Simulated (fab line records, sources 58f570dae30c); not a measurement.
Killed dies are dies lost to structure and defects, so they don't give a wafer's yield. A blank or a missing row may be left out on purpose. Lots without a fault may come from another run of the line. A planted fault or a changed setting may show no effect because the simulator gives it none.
Tool commonality check | flow berkeley_cmos170 | 15 lots, 45 wafers sampled

WHY IT WAS OPENED
At UCB170_CONTACT_THK_MEAS_02 the reading CONTACT_PSG_THK is flagged on 3 of 15 lots. Wafers without a fault read 700 nm, standard deviation 6.8.
Rule: a lot is flagged when every wafer of it that has a number lies more than 4 standard deviations from that mean, or none has a number. The other lots count as sound.

lot  | measured     | on            | CONTACT_PSG_THK (nm), wafer by wafer | flag
L260 | day 8 14:53  | film_metro-04 | 707 704 701                          |
L257 | day 8 14:57  | film_metro-04 | 712 713 712                          |
L263 | day 10 01:44 | film_metro-01 | 569 576 573                          | FLAGGED
L264 | day 10 01:44 | film_metro-03 | 573 567 569                          | FLAGGED
L265 | day 10 01:45 | film_metro-04 | 584 571 575                          | FLAGGED
L270 | day 11 04:33 | film_metro-01 | 701 708 704                          |
L271 | day 12 05:54 | film_metro-03 | 711 704 702                          |
L275 | day 12 09:54 | film_metro-04 | 693 694 697                          |
L272 | day 12 09:56 | film_metro-03 | 687 695 694                          |
L274 | day 12 09:58 | film_metro-01 | 692 694 693                          |
L276 | day 12 15:55 | film_metro-01 | 701 698 704                          |
L277 | day 12 15:56 | film_metro-04 | 702 700 701                          |
L279 | day 12 15:58 | film_metro-03 | 700 698 702                          |
L278 | day 12 15:59 | film_metro-01 | 694 692 687                          |
L280 | day 13 10:21 | film_metro-03 | 704 705 701                          |
The numbers of the flagged lots are 573 nm on average: -127 nm against the usual, or -19 standard deviations.

WHICH TOOL RAN EACH LOT
The record holds 1 process step before the reading, out of a route of 331 steps. In each cell: the tool, then ch and the chambers that the sampled wafers went through, then the start.
lot  | flag    | UCB170_CONTACT_CVD_01
L260 |         | lpcvd-01 ch 1, day 8 13:07
L257 |         | lpcvd-01 ch 0, day 8 13:07
L263 | FLAGGED | lpcvd-01 ch 0, day 9 23:57
L264 | FLAGGED | lpcvd-01 ch 1, day 9 23:57
L265 | FLAGGED | lpcvd-01 ch 1, day 9 23:57
L270 |         | lpcvd-02 ch 0, day 11 02:46
L271 |         | lpcvd-02 ch 0, day 12 03:13
L275 |         | lpcvd-02 ch 0, day 12 05:53
L272 |         | lpcvd-02 ch 1, day 12 05:53
L274 |         | lpcvd-02 ch 0, day 12 05:53
L276 |         | lpcvd-01 ch 1, day 12 14:08
L277 |         | lpcvd-01 ch 0, day 12 14:08
L279 |         | lpcvd-01 ch 0, day 12 14:08
L278 |         | lpcvd-01 ch 0, day 12 14:08
L280 |         | lpcvd-01 ch 1, day 13 08:30
What these steps do:
- UCB170_CONTACT_CVD_01: deposits PSG from SiH4/O2/PH3, target thk 700 nm, time 2820 s.
- UCB170_CONTACT_THK_MEAS_02

FLAGGED OVER TOTAL, TOOL BY TOOL (the gauges that took the reading come last)
step                       | tool          | lots run | flagged | share of the flagged lots | sound lots run after its first flagged lot
UCB170_CONTACT_CVD_01      | lpcvd-01      | 10       | 3       | all                       | 5 (L276,L277,L278,L279,L280)
UCB170_CONTACT_CVD_01      | lpcvd-02      | 5        | 0       | none                      | -
UCB170_CONTACT_THK_MEAS_02 | film_metro-01 | 5        | 1       | some                      | 4 (L270,L274,L276,L278)
UCB170_CONTACT_THK_MEAS_02 | film_metro-03 | 5        | 1       | some                      | 4 (L271,L272,L279,L280)
UCB170_CONTACT_THK_MEAS_02 | film_metro-04 | 5        | 1       | some                      | 2 (L275,L277)

WHAT THE TABLE ALLOWS
1 row of the table ran every flagged lot: lpcvd-01 at UCB170_CONTACT_CVD_01.
- lpcvd-01 at UCB170_CONTACT_CVD_01: 3 of its 10 lots flagged. Sound lots ran on it after the first flagged one (L276, L277, L278, L279, L280), which a lasting fault on the whole tool wouldn't allow. Its own readings lie more than 4 standard deviations out on every wafer of the flagged lots: sih4_flow_sccm.
No row of the table ran every flagged lot and no sound lot after the first.

WHAT THE SIMULATOR HAD PUT IN
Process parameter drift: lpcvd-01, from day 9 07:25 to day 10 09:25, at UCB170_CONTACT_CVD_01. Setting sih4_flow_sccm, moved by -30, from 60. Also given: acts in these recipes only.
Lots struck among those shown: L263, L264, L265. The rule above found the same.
